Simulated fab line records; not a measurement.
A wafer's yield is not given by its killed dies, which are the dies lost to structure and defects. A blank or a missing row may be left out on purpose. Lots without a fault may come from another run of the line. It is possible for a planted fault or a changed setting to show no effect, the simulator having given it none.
Which tool did it? + flow rit-cmos + Sampling: 13 lots, 39 wafers, 2 of 202 route steps

WHAT EACH GAUGE READ, for each wafer
The record lacks any reading of a measuring or inspecting step that a usual standard deviation could be used to judge.

EACH LOT AND THE TOOL THAT RAN IT (in order: tool; ch and the chambers of the sampled wafers; start)
| lot  | RIT_SPACER_CLEAN_01            | RIT_M1_PROBE_99        |
|------|--------------------------------|------------------------|
| L107 | wet-bench-04 ch 2, day 3 02:43 | prober-02, day 3 18:11 |
| L109 | wet-bench-03 ch 2, day 3 13:10 | -                      |
| L111 | wet-bench-04 ch 1, day 3 21:24 | -                      |
| L112 | wet-bench-03 ch 2, day 4 01:46 | -                      |
| L113 | wet-bench-01 ch 2, day 4 12:09 | prober-02, day 5 04:02 |
| L114 | wet-bench-03 ch 0, day 4 14:43 | -                      |
| L115 | wet-bench-03 ch 0, day 4 17:40 | -                      |
| L117 | wet-bench-03 ch 2, day 5 04:16 | -                      |
| L118 | wet-bench-03 ch 1, day 5 07:23 | prober-01, day 5 20:26 |
| L120 | wet-bench-01 ch 2, day 5 17:49 | prober-01, day 6 09:26 |
| L121 | wet-bench-03 ch 0, day 6 03:14 | -                      |
| L122 | wet-bench-03 ch 0, day 6 10:25 | prober-01, day 7 03:11 |
| L124 | wet-bench-01 ch 2, day 6 23:26 | prober-01, day 7 15:22 |
- RIT_SPACER_CLEAN_01: cleans in dHF, time 28.79 s.
- RIT_M1_PROBE_99

AS READ BY THE TOOLS THEMSELVES (means over the sampled wafers that have a number; for cases with no such wafer, the mark the record gives instead)
RIT_M1_PROBE_99. Usual: killed-at-contacts 0.1, standard deviation 0.3; killed-at-front-end 6.5, standard deviation 2.9; killed-dies 6.6, standard deviation 3; killed-on-rim 1.6, standard deviation 1.3; killed-open 3.3, standard deviation 2; killed-short 3.3, standard deviation 1.9.
| lot  | tool      | killed-at-contacts | killed-at-front-end | killed-dies | killed-on-rim | killed-open | killed-short | flag |
|------|-----------|--------------------|---------------------|-------------|---------------|-------------|--------------|------|
| L107 | prober-02 | 0.0                | 6.7                 | 6.7         | 2.7           | 3.3         | 3.3          |      |
| L113 | prober-02 | 0.0                | 7.0                 | 7.0         | 1.7           | 2.7         | 4.3          |      |
| L118 | prober-01 | 0.0                | 6.3                 | 6.3         | 2.0           | 3.7         | 2.7          |      |
| L120 | prober-01 | 0.3                | 6.0                 | 6.3         | 1.7           | 3.7         | 2.7          |      |
| L122 | prober-01 | 0.0                | 49.3                | 49.3        | 9.7           | 4.0         | 3.7          | OFF  |
| L124 | prober-01 | 0.0                | 3.3                 | 3.3         | 0.3           | 1.3         | 2.0          |      |

THE ANSWER, worked out from the rows above alone
Rule: lot off if the mean of its wafers having a number is beyond 3 standard deviations from the usual mean. Also off: a lot with no number at a reading for which 4 or more lots have one. All remaining lots with rows at the step are treated as sound. After the gauges, taken in route order, come the tools' own readings; for these a lot's mean is taken, as printed above. The first step at which some lot is off is used, and at that step the reading that is off furthest; a lot without a number counts as furthest.
Off, at RIT_M1_PROBE_99 on killed-at-front-end: L122. Neither off nor sound, because the step has no rows for them: L109, L111, L112, L114, L115, L117, L121.
If a tool, at that step or one of the process steps before it, ran each lot that is off and ran no sound lot following the first of them, it fits. One fits: RIT_SPACER_CLEAN_01 on wet-bench-03. A fault onset in the window from L118 (day 5 07:23, its last sound lot) to L122 (day 6 10:25, its first lot off) fits.

WHAT HAD BEEN PUT IN BY THE SIMULATOR
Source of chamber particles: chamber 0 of wet-bench-03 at RIT_SPACER_CLEAN_01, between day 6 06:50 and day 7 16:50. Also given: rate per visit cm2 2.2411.
Shown lots that were struck: L122. Same finding as the rule above.
